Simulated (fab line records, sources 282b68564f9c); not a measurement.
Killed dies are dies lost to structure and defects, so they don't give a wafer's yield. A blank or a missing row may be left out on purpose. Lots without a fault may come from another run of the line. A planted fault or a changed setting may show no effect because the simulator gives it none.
fab line records | flow rit_cmos
record lots=6 wafers=18 last_day=7
route steps=202 shown SILICIDE@167 CONTACT@168 M1@202
lots that met no fault: from a run of the same line without faults
start_h: hours from the record's first day to the start of the lot's first wafer shown | wait_h: hours since the lot's step before | " the same as in the row above | L1.1+2: a row that stands for several wafers | - no value, or no start given | * or withheld: withheld | < > ~ a bound
route shown NAME@n: a module of which the file shows steps, and the number in the route of the first | usual: mean/standard deviation of fault-free wafers | same: alike in all rows | chamber/n: place in a boat | sites: the reading at each site | _std_site: their standard deviation | _edge_site: outer sites' mean less inner sites' | radius_mm: how far each site lies from the wafer's centre | mask NAME#n: copy n | behind: the tool/chamber that last shaped the wafer | hold: why the lot was held/for how many hours/how that ended | device: the transistor (n, p or np) that didn't switch | end of line: the same wafers' tests at the end of the route | a step without rows: its recipe alone | killed: dies lost to structure and defects at the first sort, not the wafer's yield | map: a wafer's dies, x killed, . not, _ none there
set.NAME: the setting as run; set.NAME@STEP: as run at that earlier step | model.NAME: the simulator's own value behind a step, which no gauge read
lots at some steps of the route; a table a step, a row a wafer
services: from which hour (start_h, from the record's first day; less than 0 if before it) a tool's chamber was out of use, for how many hours, and why
## steps
# step RIT_SILICIDE_RTA_06
# recipe temp_c=750 time_s=10 idle_temp_c=25 ramp_up_s=5 ramp_down_s=10 cool_to_c=25 ambient=N2
# usual wafer_temp_C_max=752.7/0.71
# columns lot.wafer tool chamber start_h wait_h wafer_temp_C_max
L550.2 rtp_anneal-01 0 70.86 0.0 753.7
L550.3 " 0 " " 752.2
L550.4 " 0 " " 753.4
L559.1 rtp_anneal-02 0 118.78 0.0 752.7
L559.2 " 0 " " 752.5
L559.3 " 0 " " 752.1
L562.1 rtp_anneal-01 0 130.99 0.0 752.5
L562.2 " 0 " " 753.2
L562.6 " 0 " " 752.6
L563.1 rtp_anneal-02 0 136.71 0.0 752.6
L563.4 " 0 " " 752.0
L563.5 " 0 " " 752.3
L564.1 rtp_anneal-01 0 141.88 0.0 752.6
L564.3 " 0 " " 752.8
L564.4 " 0 " " 752.7
L568.2 rtp_anneal-01 0 163.02 0.0 754.1
L568.3 " 0 " " 753.4
L568.6 " 0 " " 753.7
# step RIT_CONTACT_CVD_00
# recipe material=SiO2 target_thk_nm=400 precursor=TEOS temp_c=390 time_s=61 rf_w=400
# usual heater_power_w=345/53
# columns lot.wafer tool chamber start_h wait_h heater_power_w
L550.2 pecvd-03 2 70.92 0.0 485
L550.3 " 0 " " 233
L550.4 " 1 " " 345
L559.1 pecvd-03 2 118.85 0.1 422
L559.2 " 1 " " 338
L559.3 " 0 " " 295
L562.1 pecvd-03 1 131.06 0.1 349
L562.2 " 2 " " 408
L562.6 " 0 " " 300
L563.1 pecvd-01 0 136.78 0.1 322
L563.4 " 0 " " 336
L563.5 " 1 " " 294
L564.1 pecvd-04 1 141.95 0.1 362
L564.3 " 0 " " 366
L564.4 " 0 " " 372
L568.2 pecvd-01 1 163.07 0.0 334
L568.3 " 2 " " 365
L568.6 " 2 " " 283
# step RIT_CONTACT_THK_MEAS_01
# recipe reads=SiO2_of_CONTACT_CVD_00
# usual CONTACT_TEOS_THK=401/5.2
# columns lot.wafer tool chamber start_h wait_h CONTACT_TEOS_THK[nm]
L550.2 film_metro-01 - 70.98 0.0 400
L550.3 " - " " 395
L550.4 " - " " 406
L559.1 film_metro-03 - 118.90 0.0 401
L559.2 " - " " 394
L559.3 " - " " 394
L562.1 film_metro-03 - 131.11 0.0 394
L562.2 " - " " 397
L562.6 " - " " 408
L563.1 film_metro-01 - 136.83 0.0 395
L563.4 " - " " 403
L563.5 " - " " 402
L564.1 film_metro-04 - 142.00 0.0 400
L564.3 " - " " 398
L564.4 " - " " 403
L568.2 film_metro-01 - 163.14 0.0 392
L568.3 " - " " 399
L568.6 " - " " 401
# step RIT_CONTACT_HMDS_02
# recipe prime_time_s=60 prime_temp_c=140
# step RIT_CONTACT_COAT_03
# recipe resist=NOVOLAK spin_rpm=3250 resist_thk_nm=1000
# step RIT_CONTACT_SOFTBAKE_04
# recipe resist=NOVOLAK temp_c=90 time_s=60
# step RIT_CONTACT_EXPOSE_05
# recipe mask_id=M11 na=0.6 source_shape=conventional sigma_outer=0.5 target_cd_nm=1000 dose_mj=250
# step RIT_CONTACT_PEB_06
# recipe resist=NOVOLAK temp_c=withheld time_s=withheld
# step RIT_CONTACT_DEVELOP_07
# recipe resist=NOVOLAK develop_time_s=120 dev_temp_c=23
# step RIT_CONTACT_CD_MEAS_08
# recipe target_cd_nm=1000
# usual cd_nm=1001.2/2.2
# columns lot.wafer tool chamber start_h wait_h cd_nm
L550.2 cd_sem-02 - 72.29 - 1001.6
L550.3 " - " " 1000.7
L550.4 " - " " 1002.8
L559.1 cd_sem-02 - 119.93 - 1004.3
L559.2 " - " " 1004.3
L559.3 " - " " 1005.0
L562.1 cd_sem-02 - 132.29 - 1002.6
L562.2 " - " " 1003.9
L562.6 " - " " 1001.7
L563.1 cd_sem-02 - 137.85 - 1000.3
L563.4 " - " " 999.6
L563.5 " - " " 999.6
L564.1 cd_sem-02 - 143.15 - 1001.7
L564.3 " - " " 1000.7
L564.4 " - " " 1000.0
L568.2 cd_sem-01 - 164.29 - 998.1
L568.3 " - " " 999.5
L568.6 " - " " 999.2
# step RIT_CONTACT_OVL_MEAS_09
# usual CONTACT_OVL=-1.0/1.5
# columns lot.wafer tool chamber start_h wait_h CONTACT_OVL[nm]
L550.2 overlay-01 - 72.40 0.1 -1.4
L550.3 " - " " -1.9
L550.4 " - " " 1.2
L559.1 overlay-02 - 120.05 0.1 -0.9
L559.2 " - " " 0.0
L559.3 " - " " -2.1
L562.1 overlay-01 - 132.41 0.1 -1.5
L562.2 " - " " -0.1
L562.6 " - " " -2.2
L563.1 overlay-01 - 137.97 0.1 -1.3
L563.4 " - " " -1.5
L563.5 " - " " -3.3
L564.1 overlay-02 - 143.27 0.1 0.1
L564.3 " - " " -2.3
L564.4 " - " " -3.3
L568.2 overlay-01 - 164.39 0.1 0.0
L568.3 " - " " 0.5
L568.6 " - " " -0.6
# step RIT_CONTACT_HARDBAKE_10
# recipe resist=NOVOLAK temp_c=140 time_s=60
# step RIT_CONTACT_ETCH_11
# recipe target_depth_a=4800 over_etch_frac=0.2 stop_on=TiSi2 chemistry=CHF3/CF4/Ar target=SiO2 CHF3_flow_sccm=50 cf4_flow_sccm=10 Ar_flow_sccm=100 O2_flow_sccm=5 pressure_mtorr=100 rf_w=200 time_s=320
# usual chamber_pressure_mTorr=100.00/0.091 drypump_motor_current_A=5.7/0.54 mfc_ar_sccm=100.0/0.34 oes_product_au=0.986/0.012 throttle_valve_pct=8.87/0.14
# columns lot.wafer tool chamber start_h wait_h chamber_pressure_mTorr drypump_motor_current_A mfc_ar_sccm oes_product_au rf_hours_counter_h throttle_valve_pct model.NOVOLAK_of_CONTACT_COAT_03.thk_nm
L550.2 rie_diel-04 2 72.58 0.1 100.06 4.6 99.7 0.983 103 8.68 769.9
L550.3 " 3 " " 99.87 6.8 100.5 0.979 141 8.89 770.7
L550.4 " 0 " " 99.91 5.6 100.1 0.985 8 9.11 770.7
L559.1 rie_diel-01 1 120.23 0.1 99.96 5.9 100.4 1.008 1 8.92 769.5
L559.2 " 0 " " 99.95 5.5 99.7 0.968 8 8.93 769.1
L559.3 " 3 " " 100.01 6.1 99.5 0.978 54 9.02 769.9
L562.1 rie_diel-01 2 132.60 0.1 99.93 5.0 99.6 0.994 8 8.90 710.9
L562.2 " 1 " " 99.91 5.9 100.3 1.002 1 8.93 760.1
L562.6 " 2 " " 100.07 5.0 99.9 0.999 - 8.90 710.9
L563.1 rie_diel-01 2 138.16 0.1 99.96 5.0 100.4 0.991 8 8.89 714.7
L563.4 " 1 " " 99.86 5.9 99.6 1.008 1 8.94 765.3
L563.5 " 3 " " 100.10 6.1 99.4 0.987 - 9.02 766.1
L564.1 rie_diel-04 3 143.46 0.1 100.04 6.8 100.7 0.984 143 8.88 770.1
L564.3 " 1 " " 99.81 5.6 100.0 0.984 124 8.83 768.8
L564.4 " 2 " " 99.98 4.6 100.0 0.970 104 8.65 769.7
L568.2 rie_diel-04 1 164.70 0.1 100.02 5.6 100.4 0.978 124 8.83 765.4
L568.3 " 0 " " 100.06 5.6 99.6 0.981 10 9.09 766.4
L568.6 " 3 " " 99.98 6.8 100.2 0.985 - 8.88 766.6
# step RIT_CONTACT_STRIP_12
# recipe chemistry=O2 time_s=180 resist=NOVOLAK platen_temp_c=withheld power_w=500 pressure_mtorr=4000 o2_flow_sccm=4000
# usual chamber_pressure_mTorr=4000/4 drypump_motor_current_A=5.7/0.45 rf_refl_power_W=7.3/1.2
# columns lot.wafer tool chamber start_h wait_h chamber_pressure_mTorr drypump_motor_current_A rf_hours_counter_h rf_refl_power_W
L550.2 plasma_asher-04 1 72.77 0.1 4000 6.1 43 8.9
L550.3 " 1 " " 4002 6.1 - 8.7
L550.4 " 0 " " 4005 6.6 - 6.7
L559.1 plasma_asher-04 0 120.43 0.1 4001 6.5 48 7.1
L559.2 " 1 " " 3994 6.1 48 8.9
L559.3 " 1 " " 4001 6.1 - 8.6
L562.1 plasma_asher-02 0 132.79 0.1 4007 5.5 49 8.1
L562.2 " 1 " " 4003 5.5 49 6.8
L562.6 " 1 " " 3996 5.5 - 7.0
L563.1 plasma_asher-02 1 138.36 0.1 3999 5.5 49 7.3
L563.4 " 0 " " 3993 5.5 - 8.3
L563.5 " 0 " " 3998 5.5 - 8.1
L564.1 plasma_asher-01 0 143.65 0.1 3997 5.7 35 7.7
L564.3 " 0 " " 4003 5.7 - 7.9
L564.4 " 1 " " 4000 5.1 - 5.6
L568.2 plasma_asher-04 1 164.90 0.1 3996 6.1 52 8.9
L568.3 " 1 " " 3997 6.1 - 8.7
L568.6 " 0 " " 3997 6.5 - 7.0
# step RIT_M1_PROBE_99
# usual killed_at_front_end=6.7/2.7 killed_dies=6.7/2.7 killed_open=3.2/1.8 killed_short=3.5/1.9
# same gross_dies=264 killed_at_M0_to_M3=0 killed_at_M4_up=0 killed_at_back_side=0 killed_at_contacts=0 killed_at_other=0
# columns lot.wafer tool chamber start_h wait_h killed_at_front_end killed_dies killed_open killed_short model.etest.nmos_0p15.junction_log10_a_um model.etest.nmos_narrow.off_log10_a_um model.etest.gate_end_array.leak_log10_a_um model.etest.nmos_0p3.off_log10_a_um model.etest.pmos_0p15.junction_log10_a_um model.etest.contact_diode_array.leak_log10_a model.etest.pmos_0p3.off_log10_a_um model.etest.pmos_narrow.off_log10_a_um
L550.2 prober-02 - 77.51 0.1 7 7 3 4 -13.5 -13.07 -12.81 -13.02 -13.82 -9.32 -12.9 -12.85
L550.3 prober-02 - 77.56 0.2 8 8 2 5 -13.44 -13.17 -12.99 -13.16 -13.73 -9.473 -12.82 -12.69
L550.4 prober-02 - 77.61 0.2 6 6 1 5 -13.4 -13.11 -12.67 -12.95 -13.78 -9.581 -13.03 -12.83
L559.1 prober-02 - 125.25 0.1 4 4 3 1 -13.37 -13.31 -12.91 -13.09 -13.83 -9.464 -13.11 -12.81
L559.2 prober-02 - 125.30 0.1 5 5 3 2 -13.52 -13.1 -12.75 -13 -13.88 -9.521 -12.89 -12.87
L559.3 prober-02 - 125.35 0.2 4 4 2 2 -13.4 -13.21 -12.99 -13.14 -13.85 -9.361 -12.87 -12.85
L562.1 prober-01 - 137.57 0.1 9 9 5 4 -10.98 -10.98 -10.77 -10.98 -11.98 -7.689 -11.94 -11.93
L562.2 prober-01 - 137.62 0.1 7 7 5 2 -13.51 -13.35 -12.84 -13.03 -13.7 -9.292 -13.02 -12.88
L562.6 prober-01 - 137.82 0.2 8 8 6 2 -11.24 -11.24 -11.14 -11.24 -12.23 -7.846 -12.19 -12.14
L563.1 prober-02 - 143.15 0.1 6 6 5 1 -10.85 -10.85 -10.66 -10.85 -11.85 -7.563 -11.79 -11.8
L563.4 prober-02 - 143.30 0.2 6 6 3 3 -13.49 -13.13 -12.93 -13.03 -13.94 -9.506 -12.96 -12.65
L563.5 prober-02 - 143.35 0.2 6 6 6 0 -13.48 -13.09 -12.61 -12.84 -13.69 -9.355 -12.71 -12.54
L564.1 prober-01 - 148.33 0.1 6 6 4 2 -13.69 -13.36 -12.87 -13.03 -13.85 -9.461 -12.83 -12.69
L564.3 prober-01 - 148.43 0.2 7 7 3 4 -13.52 -13.35 -12.97 -13.06 -13.86 -9.385 -12.78 -12.8
L564.4 prober-01 - 148.48 0.2 8 8 2 6 -13.57 -13.25 -12.76 -12.99 -13.74 -9.225 -12.92 -12.88
L568.2 prober-01 - 169.62 0.1 5 5 2 3 -13.43 -13.15 -12.81 -13.02 -13.7 -9.518 -12.91 -12.98
L568.3 prober-01 - 169.67 0.2 10 10 4 6 -13.16 -13.15 -12.82 -12.93 -13.8 -9.392 -12.88 -12.75
L568.6 prober-01 - 169.82 0.2 7 7 4 3 -13.33 -13.15 -12.81 -13.01 -13.81 -9.289 -12.84 -12.65
# killed by level:class
L550.2 GATE:geometric_particle:short=2 SPACER:geometric_particle:short=2 GATE:geometric_particle:open=1 REOX:geometric_particle:open=1 SPACER:geometric_particle:open=1
L550.3 REOX:geometric_particle:open=2 FOX1:geometric_particle:short=1 GATE:geometric_particle:short=1 REOX:geometric_particle:short=1 SPACER:geometric_particle:short=1 SILICIDE:geometric_particle:short=1 NRETRO:coat_microbubble_printed=1
L550.4 FOX2:geometric_particle:short=2 GATE:geometric_particle:short=1 SPACER:geometric_particle:short=1 SILICIDE:geometric_particle:open=1 SILICIDE:geometric_particle:short=1
L559.1 GATE:geometric_particle:open=3 GATE:geometric_particle:short=1
L559.2 GATE:geometric_particle:open=2 GATE:geometric_particle:short=1 REOX:geometric_particle:short=1 SILICIDE:geometric_particle:open=1
L559.3 GATE:geometric_particle:open=1 GATE:geometric_particle:short=1 SPACER:geometric_particle:short=1 SILICIDE:geometric_particle:open=1
L562.1 GATE:geometric_particle:open=2 FOX1:geometric_particle:open=1 FOX1:geometric_particle:short=1 FOX2:geometric_particle:short=1 GATE:geometric_particle:short=1 SPACER:geometric_particle:open=1 SILICIDE:geometric_particle:open=1 SILICIDE:geometric_particle:short=1
L562.2 SPACER:geometric_particle:open=3 GATE:geometric_particle:short=1 GATE:geometric_particle:open=1 REOX:geometric_particle:open=1 SILICIDE:geometric_particle:short=1
L562.6 SPACER:geometric_particle:open=2 SILICIDE:geometric_particle:short=2 FOX1:geometric_particle:open=1 FOX2:geometric_particle:open=1 GATE:geometric_particle:open=1 REOX:geometric_particle:open=1
L563.1 GATE:geometric_particle:open=4 FOX2:geometric_particle:open=1 SILICIDE:geometric_particle:short=1
L563.4 ACTIVE:geometric_particle:open=1 FOX2:geometric_particle:short=1 GATE:geometric_particle:open=1 REOX:geometric_particle:short=1 SPACER:geometric_particle:open=1 SILICIDE:geometric_particle:short=1
L563.5 REOX:geometric_particle:open=2 FOX2:geometric_particle:open=1 GATE:geometric_particle:open=1 SPACER:geometric_particle:open=1 SILICIDE:geometric_particle:open=1
L564.1 SPACER:geometric_particle:open=2 FOX2:geometric_particle:open=1 GATE:geometric_particle:open=1 GATE:geometric_particle:short=1 SPACER:geometric_particle:short=1
L564.3 SPACER:geometric_particle:short=2 SPACER:geometric_particle:open=2 FOX1:geometric_particle:short=1 GATE:geometric_particle:short=1 REOX:geometric_particle:open=1
L564.4 GATE:geometric_particle:open=2 SPACER:geometric_particle:short=2 FOX2:geometric_particle:short=1 GATE:geometric_particle:short=1 REOX:geometric_particle:short=1 SILICIDE:geometric_particle:short=1
L568.2 FOX1:geometric_particle:open=2 FOX1:geometric_particle:short=1 GATE:geometric_particle:short=1 SPACER:geometric_particle:short=1
L568.3 SPACER:geometric_particle:open=3 SPACER:geometric_particle:short=3 GATE:geometric_particle:short=2 FOX1:geometric_particle:open=1 REOX:geometric_particle:short=1
L568.6 FOX1:geometric_particle:open=1 FOX2:geometric_particle:short=1 FOX2:geometric_particle:open=1 GATE:geometric_particle:open=1 GATE:geometric_particle:short=1 REOX:geometric_particle:open=1 SPACER:geometric_particle:short=1
## services
# columns tool chamber start_h hours kind
rie_diel-04 3 67.73 3.4 repair
pecvd-03 - 71.09 0.9 repair
pecvd-01 - 79.68 0.9 repair
rie_diel-01 - 80.61 2.8 pm
rie_diel-01 0 95.68 8.3 repair
pecvd-01 0 98.50 5.8 repair
pecvd-04 - 107.51 2.8 pm
rie_diel-01 3 120.95 7.5 repair
rie_diel-01 2 139.92 24.4 repair
pecvd-01 1 149.34 5.0 repair
pecvd-04 - 150.09 14.6 pm
pecvd-03 0 153.40 8.1 repair
## key
first_sign none at tools or gauges
model_effect step=RIT_CONTACT_ETCH_11 value=NOVOLAK_of_CONTACT_COAT_03.thk_nm without=761.5 struck=712.2
model_effect step=RIT_M1_PROBE_99 value=etest.nmos_0p15.junction_log10_a_um without=-13.48 struck=-11.03
met_at RIT_CONTACT_ETCH_11
struck_wafers L562.1,L562.6,L563.1
tester_left_out L562,L563
fault kind=process_parameter_drift tool=rie_diel-01 chamber=2 onset_h=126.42 steps=RIT_CONTACT_ETCH_11 channel=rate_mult offset=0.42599 shape=step end_h=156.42
# tester_left_out: of these lots the tester's yield and bins aren't shown, on N5 and GAA mostly nor the transistor test; their killed dies are dies lost to structure and defects alone, not to doping, threshold or leakage, so they don't give the yield
